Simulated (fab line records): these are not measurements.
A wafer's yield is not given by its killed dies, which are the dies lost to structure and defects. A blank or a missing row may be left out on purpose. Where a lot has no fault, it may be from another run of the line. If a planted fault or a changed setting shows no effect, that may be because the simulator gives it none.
One fault seen from 2 desks || flow rit cmos || every desk sees just its own numbers, and what lay behind them comes last

## THE METROLOGY DESK
What the gauges read, lot by lot, whatever tool the lot ran on: means of the sampled wafers that have a number. If a lot's mean is further than 4 standard deviations from the usual mean, the lot is out of limits and carries the mark OUT (the distance appears in the brackets).
Columns: A = PRETRO_TW at RIT_PRETRO_TW_MEAS_10, usual 475
{"lot": "L141", "first seen here": "day 2 08:48", "A": 483}
{"lot": "L142", "first seen here": "day 2 15:22", "A": 475}
{"lot": "L143", "first seen here": "day 2 20:36", "A": 474}
{"lot": "L144", "first seen here": "day 3 03:13", "A": 475}
{"lot": "L145", "first seen here": "day 3 09:43", "A": 471}
{"lot": "L146", "first seen here": "day 3 15:29", "A": 471}
{"lot": "L148", "first seen here": "day 3 22:48", "A": 473}
{"lot": "L149", "first seen here": "day 4 04:07", "A": 474}
{"lot": "L151", "first seen here": "day 4 12:23", "A": 474}
{"lot": "L152", "first seen here": "day 4 17:21", "A": "454 (-5.2) OUT"}
{"lot": "L153", "first seen here": "day 4 21:10", "A": "452 (-5.8) OUT"}
{"lot": "L157", "first seen here": "day 5 17:25", "A": 463}
{"lot": "L159", "first seen here": "day 6 04:29", "A": 478}
{"lot": "L162", "first seen here": "day 6 19:20", "A": 481}
{"lot": "L164", "first seen here": "day 7 05:21", "A": 475}
This desk's result: L152, L153 out of limits, first on L152 (PRETRO_TW at RIT_PRETRO_TW_MEAS_10), day 4 17:21. L141, L142, L143, L144, L145, L146, L148, L149, L151, L157, L159, L162, L164 stayed within limits.

## THE TOOL OWNER'S DESK: implanter-01
For each lot that ran on this tool, the mean over its sampled wafers that have a number, from the tool's own readings at RIT_PRETRO_IMPLANT_08. If a lot's mean is further than 4 standard deviations from the usual mean, the lot is out of limits and carries the mark OUT (the distance appears in the brackets).
Columns: A = beam energy keV at RIT_PRETRO_IMPLANT_08, usual 44.999
{"lot": "L142", "first seen here": "day 2 15:04", "A": 44.995}
{"lot": "L149", "first seen here": "day 4 03:47", "A": 44.990}
{"lot": "L151", "first seen here": "day 4 12:06", "A": 45.005}
{"lot": "L152", "first seen here": "day 4 17:02", "A": "34.866 (-99 or more) OUT"}
{"lot": "L153", "first seen here": "day 4 20:50", "A": "34.856 (-99 or more) OUT"}
{"lot": "L157", "first seen here": "day 5 17:05", "A": "34.860 (-99 or more) OUT"}
Finding of this desk: L152, L153, L157 out of limits; the first was L152 at day 4 17:02, on beam energy keV at RIT_PRETRO_IMPLANT_08. L142, L149, L151 stayed within limits.

## TAKEN TOGETHER
On L152, L153, L157, at day 4 17:02, an alarm was possible from the tool owner's desk.
L152, L153 would have let the metrology desk raise an alarm at day 4 17:21.
The metrology desk has L157 on record, within its limits.
Every lot named ran RIT_PRETRO_IMPLANT_08 on implanter-01.

## WHAT THE SIMULATOR PUT IN
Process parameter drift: implanter-01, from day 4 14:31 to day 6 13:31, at RIT_PRETRO_IMPLANT_08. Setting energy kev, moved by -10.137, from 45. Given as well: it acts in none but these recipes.
Shown lots that were struck: L152, L153, L157.
Delay (hours) between the fault's onset and each desk's first out-of-limits reading: 3 at the tool owner's desk, 3 at the metrology desk.
